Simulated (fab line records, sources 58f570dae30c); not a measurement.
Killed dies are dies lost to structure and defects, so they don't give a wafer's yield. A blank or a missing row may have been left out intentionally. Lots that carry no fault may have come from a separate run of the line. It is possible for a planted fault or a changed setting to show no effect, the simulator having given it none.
Matching of chambers + flow berkeley_cmos170 + UCB170_V1_CMP_02 on cmp-01 has 4 sister chambers
The step polishes SiO2. 4 wafers are shown with their chamber, then 9 later ones without.

WAFERS, EACH WITH ITS CHAMBER
| wafer  | chamber | motor_current_A (A) |
|--------|---------|---------------------|
| L269.1 | 2       | 15.2                |
| L274.1 | 0       | 17.6                |
| L274.4 | 1       | 16.5                |
| L274.5 | 3       | 13.7                |

WAFERS MISSING THEIR CHAMBER
| wafer  | motor_current_A (A) |
|--------|---------------------|
| L282.1 | 17.5                |
| L282.5 | 14.6                |
| L282.6 | 13.9                |
| L281.2 | 17.0                |
| L281.4 | 14.1                |
| L281.5 | 16.4                |
| L287.2 | 17.3                |
| L287.3 | 16.4                |
| L287.6 | 16.6                |

CHAMBER TAKEN BY EACH
| wafer  | from the rows above     | in truth |
|--------|-------------------------|----------|
| L282.1 | 0                       | 0        |
| L282.5 | can't be placed: 2 or 3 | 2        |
| L282.6 | 3                       | 3        |
| L281.2 | can't be placed: 1 or 0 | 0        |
| L281.4 | 3                       | 3        |
| L281.5 | 1                       | 1        |
| L287.2 | can't be placed: 0 or 1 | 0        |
| L287.3 | 1                       | 1        |
| L287.6 | 1                       | 1        |
Correct placement for 6 of the 9. From these rows, 3 cannot be placed; in 3 the true chamber is one of the candidates. Wrongly placed: 0.
How it was worked out, from the rows above alone: a wafer's distance from a chamber is the root of the sum, over the readings, of the square of ((its reading less the chamber's mean) divided by the reading's scatter). If the next closest chamber is less than 2 further off than the closest, the wafer can't be placed; otherwise it belongs to the closest. The mean given for a chamber averages the wafers shown for that chamber. The scatter (one wafer shown for each chamber): square how far every hidden wafer sits from the nearest shown wafer, average those squares and take the square root.
